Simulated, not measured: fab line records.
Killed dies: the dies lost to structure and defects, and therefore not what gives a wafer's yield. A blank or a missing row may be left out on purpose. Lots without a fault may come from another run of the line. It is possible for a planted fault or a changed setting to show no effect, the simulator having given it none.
A lot that was struck, set against a sound lot || flow rit cmos || 18 out of 202 route steps
Sound: the wafers L416.2, L416.4, L416.6. Struck: wafers L425.1, L425.3 (left out: L425.2, a lot-mate that was not struck); the cause follows at the end.
Each step with rows lists, per side, the tool, then ch with its chambers, then its first start. Under that, the readings that differ: sound wafers || struck wafers || difference of the means || sigmas: that difference in standard deviations of wafers without a fault.
alike: a reading whose means differ by less than 2 such deviations, as well as words and numbers matching on both sides. not compared: withheld readings; readings where some wafer has no value; bounds like >300 that might hide an equal value; numbers whose values overlap and for which the record gives no deviation.
Wherever a step has rows on one side only, a row that says differs or no value, or a row with sigmas, the two part there. Non-overlapping numbers with no deviation appear without sigmas and do not part them. Lack of a reading on every wafer of one side parts them only where that side has two or more wafers.

RIT_M1_SPUTTER_00: material Al, target thk 400 nm, time 500 s.
  sound on pvd sputter-04, day 4 22:27; struck on pvd sputter-03, day 6 18:47
  alike: cathode dc power W, throttle valve pct
RIT_M1_RS_MEAS_01: uses a four-point probe to measure.
  sound on film metro-02, day 4 22:46; struck on film metro-02, day 6 19:05
  alike: M1_AL_RS
RIT_M1_THK_MEAS_02: measures by xrf.
  sound on film metro-02, day 4 22:53; struck on film metro-02, day 6 19:12
  alike: M1_AL_THK
then, 6 steps without rows for these wafers: RIT_M1_HMDS_03 (prime time 60 s); RIT_M1_COAT_04 (resist thk 1300 nm); RIT_M1_SOFTBAKE_05 (time 60 s); RIT_M1_EXPOSE_06 (exposes mask M12, target cd 2600 nm); RIT_M1_PEB_07; RIT_M1_DEVELOP_08 (develop time 68 s).
RIT_M1_CD_MEAS_09: target cd 2600 nm.
  sound on cd sem-02, day 4 23:50; struck on cd sem-01, day 6 20:11
{"reading": "cd nm (nm)", "sound": "2603.1 2602.5 2601.9", "struck": "2596.3 2596.3", "difference": -6.2, "sigmas": -3}
RIT_M1_OVL_MEAS_10:
  sound on overlay-01, day 4 23:56; struck on overlay-01, day 6 20:18
  alike: M1_OVL
then, 1 step without rows for these wafers: RIT_M1_HARDBAKE_11 (time 120 s).
RIT_M1_METAL_ETCH_12: etches Al in Cl2/BCl3, stops on SiO2, time 165 s, target depth 600 nm.
  sound on rie metal-01 ch 0, day 5 00:13; struck on rie metal-01 ch 1, day 6 20:35
{"reading": "oes product au (a.u.)", "sound": "0.758 0.768 0.764", "struck": "0.699 0.715", "difference": -0.056, "sigmas": -4}
{"reading": "model.NOVOLAK_of_M1_COAT_04.thk nm (nm)", "sound": "807.6 810.4 808.5", "struck": "952 953.3", "difference": "+144", "sigmas": ""}
{"reading": "model.M1.feature depth nm (nm)", "sound": "427.5 433.2 436.5", "struck": "343.2 343.1", "difference": -89.2, "sigmas": ""}
{"reading": "model.etch.depth nm (nm)", "sound": "394.1 400 403.1", "struck": "343.2 343.1", "difference": -55.9, "sigmas": ""}
  alike: drypump motor current A, mfc cl2 sccm, throttle valve pct
  not compared: rf hours counter h
then, 1 step without rows for these wafers: RIT_M1_STRIP_13 (strips in nmp, time 600 s).
RIT_M1_STRIP_14: strips in O2, time 180 s.
  sound on plasma asher-04 ch 0,1, day 5 00:35; struck on plasma asher-04 ch 0, day 6 20:55
  alike: drypump motor current A
  not compared: rf hours counter h
RIT_M1_CD_MEAS_90: target cd 2600 nm.
  sound on cd sem-01, day 5 00:47; struck on cd sem-02, day 6 21:06
  alike: cd nm
then, 1 step without rows for these wafers: RIT_M1_ANNEAL_15 (time 1800 s).
RIT_M1_PROBE_99:
  sound on prober-01, day 5 02:33; struck on prober-02, day 6 22:58
{"reading": "defect limited yield (%)", "sound": "97.3 96.6 97.0", "struck": "0 0", "difference": -97, "sigmas": -88}
{"reading": "killed_at_M0_to_M3", "sound": "0 0 0", "struck": "253 255", "difference": "+254", "sigmas": "+99 or more"}
{"reading": "killed dies", "sound": "7 9 8", "struck": "264 264", "difference": "+256", "sigmas": "+85"}
{"reading": "killed on rim", "sound": "1 2 5", "struck": "70 70", "difference": "+67", "sigmas": "+45"}
{"reading": "sort_bin_5_function (%)", "sound": "1.9 2.3 1.1", "struck": "98.5 97.7", "difference": "+96.3", "sigmas": "+99 or more"}
{"reading": "sort n pass", "sound": "257 255 256", "struck": "0 0", "difference": -256, "sigmas": -85}
{"reading": "sort yield pct (%)", "sound": "97.3 96.6 97.0", "struck": "0 0", "difference": -97, "sigmas": -88}
{"reading": "model.etest.tester.sort n pass", "sound": "257 255 256", "struck": "0 0", "difference": -256, "sigmas": ""}
{"reading": "model.etest.tester.sort_bin_5_pct (%)", "sound": "1.894 2.273 1.136", "struck": "98.48 97.73", "difference": "+96.34", "sigmas": ""}
{"reading": "model.etest.tester.sort yield pct (%)", "sound": "97.35 96.59 96.97", "struck": "0 0", "difference": -97, "sigmas": ""}
{"reading": "model.etest.nmos narrow.short", "sound": "0 0 0", "struck": "1 1", "difference": "+1", "sigmas": ""}
{"reading": "model.etest.contact ppoly.short", "sound": "0 0 0", "struck": "1 1", "difference": "+1", "sigmas": ""}
{"reading": "model.etest.antenna poly.over limit", "sound": "0 0 0", "struck": "1 1", "difference": "+1", "sigmas": ""}
{"reading": "model.etest.contact to gate.short", "sound": "0 0 0", "struck": "1 1", "difference": "+1", "sigmas": ""}
{"reading": "model.etest.retro edge pmos.over limit", "sound": "0 0 0", "struck": "1 1", "difference": "+1", "sigmas": ""}
  alike: killed at contacts, killed at front end, killed open, killed short, sort_bin_3_pad_short, sort_bin_6_memory

WHERE THEY PART
Last at RIT_M1_PROBE_99 as far as this record goes, first at RIT_M1_CD_MEAS_09.

WHY: what the simulator had put in
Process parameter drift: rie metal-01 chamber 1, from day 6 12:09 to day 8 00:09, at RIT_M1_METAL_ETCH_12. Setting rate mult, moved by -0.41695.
